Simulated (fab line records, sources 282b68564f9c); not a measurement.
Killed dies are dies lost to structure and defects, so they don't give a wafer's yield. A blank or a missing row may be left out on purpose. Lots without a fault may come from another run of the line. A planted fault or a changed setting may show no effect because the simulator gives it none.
Split-lot experiment | flow rit_cmos | 5 lots, 23 wafers read, on a route of 202 steps

THE SPLIT
At RIT_NSD_COAT_01 (resist thk 1000 nm), the setting resist_thk_nm was moved away from the recipe's 1000 nm on 11 of the 23 wafers read, by -2.1% to +5.8%. The other wafers ran this setting at the recipe's value.

FROM THE SPLIT TO THE READING: what the file shows between them, 3 steps
- RIT_NSD_SOFTBAKE_02: time 60 s
- RIT_NSD_EXPOSE_03: exposes mask M9, target cd 40700 nm
- RIT_NSD_DEVELOP_05: develop time 50 s

THE READING
NOVOLAK_of_NSD_COAT_01.thk_nm (the simulator's own value, which no gauge read), in nm, at RIT_NSD_HARDBAKE_07 (time 60 s). The file gives no usual value for it. The 12 wafers here that ran the recipe average 883.9 nm, standard deviation 2.1 nm.

wafer  | tool, chamber at the split | resist_thk_nm as run, nm | against the recipe | NOVOLAK_of_NSD_COAT_01.thk_nm, nm | against lot-mates on the recipe
L075.2 | litho_track-01, 0          | 1000                     | recipe             | 883.5                             | -
L075.3 | litho_track-01, 0          | 1000                     | recipe             | 883                               | -
L075.5 | litho_track-01, 0          | 1000                     | recipe             | 884.4                             | -
L077.1 | litho_track-03, 0          | 1000                     | recipe             | 879.9                             | -
L077.2 | litho_track-03, 0          | 979                      | -2.1%              | 865.7                             | -15.1
L077.3 | litho_track-03, 0          | 1000                     | recipe             | 881.7                             | -
L077.4 | litho_track-03, 0          | 979                      | -2.1%              | 863.4                             | -17.4
L077.6 | litho_track-03, 0          | 979                      | -2.1%              | 866.5                             | -14.3
L080.1 | litho_track-01, 0          | 1000                     | recipe             | 884                               | -
L080.2 | litho_track-01, 0          | 1000                     | recipe             | 886.1                             | -
L080.3 | litho_track-01, 0          | 1048                     | +4.8%              | 926.2                             | +40.9
L080.5 | litho_track-01, 0          | 1048                     | +4.8%              | 926.2                             | +40.9
L080.4 | litho_track-01, 0          | 1000                     | recipe             | 885.7                             | -
L083.1 | litho_track-04, 0          | 1000                     | recipe             | 883.5                             | -
L083.2 | litho_track-04, 0          | 1058                     | +5.8%              | 933.6                             | +51.2
L083.4 | litho_track-04, 0          | 1058                     | +5.8%              | 934.6                             | +52.2
L083.5 | litho_track-04, 0          | 1058                     | +5.8%              | 935.1                             | +52.8
L083.6 | litho_track-04, 0          | 1000                     | recipe             | 881.2                             | -
L084.1 | litho_track-01, 0          | 1000                     | recipe             | 887                               | -
L084.2 | litho_track-01, 0          | 1000                     | recipe             | 886.3                             | -
L084.4 | litho_track-01, 0          | 1030                     | +3.0%              | 911.6                             | +25.0
L084.5 | litho_track-01, 0          | 1030                     | +3.0%              | 912.2                             | +25.6
L084.6 | litho_track-01, 0          | 1030                     | +3.0%              | 909.7                             | +23.1

THE FIT
A straight line over all 23 wafers: NOVOLAK_of_NSD_COAT_01.thk_nm changes by +8.81 nm for each +1% of resist_thk_nm; r = +1.00; the points scatter about the line by 1.8 nm.
The same after taking each lot's own level away (the mean of its wafers on the recipe; 23 wafers): +8.57 nm for each +1%; r = +1.00; scatter 1.6 nm.
On that fit, the largest move of resist_thk_nm shifts the reading by 50 nm.
The lots' own levels span 880.80 to 886.65 nm, that is 2.8 times the standard deviation above.
So the lot-to-lot level changes the slope little: the two slopes agree.
Check: with one of the wafers moved furthest among these (+5.8%) left out of the fit, the line predicts +49.9 nm for it against its lot-mates. It came out at +51.2 nm against them.

OTHER SPLITS ON THESE WAFERS
These wafers also went through other splits before the reading. Each is held against what the fit with the lots' levels taken away leaves over:
other split on the same wafers    | wafers away from the commonest value | r with NOVOLAK_of_NSD_COAT_01.thk_nm (lot level and that fit taken away)
RIT_ACTIVE_OXIDATION_01 ox_time_s | 15                                   | +0.23
RIT_NRETRO_IMPLANT_08 energy_kev  | 6                                    | +0.39
RIT_PRETRO_IMPLANT_08 dose_cm2    | 11                                   | +0.10
RIT_GATE_OXIDATION_05 ox_time_s   | 15                                   | -0.60
RIT_GATE_DEVELOP_15 dev_temp_c    | 7                                    | +0.03
RIT_REOX_OXIDATION_03 temp_c      | 15                                   | -0.17
RIT_NLDD_IMPLANT_08 energy_kev    | 5                                    | +0.28
RIT_PLDD_HARDBAKE_07 temp_c       | 9                                    | -0.29
RIT_PLDD_IMPLANT_08 energy_kev    | 9                                    | -0.04

THE WHOLE CHAIN: every reading that the file lists as answering this split, in the file's order
step                | what it does       | reading                                                                        | change (the file's fit)              | r (the file's)
RIT_NSD_COAT_01     | resist thk 1000 nm | NOVOLAK_of_NSD_COAT_01.thk_nm (the simulator's own value, which no gauge read) | +9.86 nm for each +1% of the setting | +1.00
RIT_NSD_HARDBAKE_07 | time 60 s          | NOVOLAK_of_NSD_COAT_01.thk_nm (the simulator's own value, which no gauge read) | +8.63 nm for each +1% of the setting | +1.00

THE FILE'S OWN FIT
NOVOLAK_of_NSD_COAT_01.thk_nm changes by +8.63 nm for each +1% of resist_thk_nm, r = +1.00.
